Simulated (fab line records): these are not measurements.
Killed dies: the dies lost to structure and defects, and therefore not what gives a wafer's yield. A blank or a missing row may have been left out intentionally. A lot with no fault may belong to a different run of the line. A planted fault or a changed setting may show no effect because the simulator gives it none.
2 desks looking at one fault / flow rit-cmos / numbers are kept per desk, each desk with only its own; the story behind them comes last

== AT THE TOOL OWNER'S DESK: implanter-04 ==
RIT_NWELL_IMPLANT_08, tool's own readings: per-lot mean of the sampled wafers with a number, covering each lot this tool ran. Marked OUT: a lot whose mean sits more than 4 standard deviations from the usual mean, which makes it out of limits; the brackets give that distance.
Columns: A = beam-energy-keV at RIT_NWELL_IMPLANT_08, usual 170.00; B = beam-on-s at RIT_NWELL_IMPLANT_08, usual 10.00 s
lot=L179; first seen here=day 2 05:41; A=170.01; B=9.94
lot=L182; first seen here=day 2 15:16; A=170.03; B=10.01
lot=L185; first seen here=day 3 05:50; A=214.17 (+99 or more) OUT; B=9.83
lot=L190; first seen here=day 4 06:38; A=214.17 (+99 or more) OUT; B=9.92
lot=L201; first seen here=day 6 14:13; A=169.96; B=9.94
This desk finds L185, L190 out of limits, L185 being first, at day 3 05:50 (beam-energy-keV at RIT_NWELL_IMPLANT_08). In limits: L179, L182, L201.

== METROLOGY DESK ==
What the gauges read for every lot (on any tool): the sampled wafers with a number, averaged. Marked OUT: a lot whose mean sits more than 4 standard deviations from the usual mean, which makes it out of limits; the brackets give that distance.
Columns: A = NWELL_TW at RIT_NWELL_TW_MEAS_10, usual 2148
lot=L179; first seen here=day 2 05:59; A=2120
lot=L180; first seen here=day 2 06:16; A=2158
lot=L182; first seen here=day 2 15:36; A=2132
lot=L185; first seen here=day 3 06:08; A=2246 (+6.5) OUT
lot=L187; first seen here=day 3 20:47; A=2152
lot=L190; first seen here=day 4 06:58; A=2244 (+6.4) OUT
lot=L192; first seen here=day 4 15:34; A=2131
lot=L194; first seen here=day 5 06:37; A=2126
lot=L195; first seen here=day 5 12:34; A=2154
lot=L197; first seen here=day 5 19:59; A=2154
lot=L199; first seen here=day 6 02:46; A=2155
lot=L200; first seen here=day 6 09:28; A=2157
lot=L201; first seen here=day 6 14:29; A=2150
lot=L202; first seen here=day 6 19:10; A=2156
This desk reports L185, L190 out of limits; the earliest was L185 at day 3 06:08 (NWELL_TW at RIT_NWELL_TW_MEAS_10). In limits: L179, L180, L182, L187, L192, L194, L195, L197, L199, L200, L201, L202.

== TAKEN TOGETHER ==
The tool owner's desk could have raised an alarm at day 3 05:50, on L185, L190.
An alarm was possible from the metrology desk at day 3 06:08, on L185, L190.
Every lot named ran RIT_NWELL_IMPLANT_08 on implanter-04.

== WHAT WAS PUT IN BY THE SIMULATOR ==
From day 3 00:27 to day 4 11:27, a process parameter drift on implanter-04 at RIT_NWELL_IMPLANT_08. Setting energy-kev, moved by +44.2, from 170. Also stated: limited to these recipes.
Struck lots among those shown: L185, L190.
Hours from the fault's start to each desk's first reading out of limits: the tool owner's desk, 5; the metrology desk, 6.
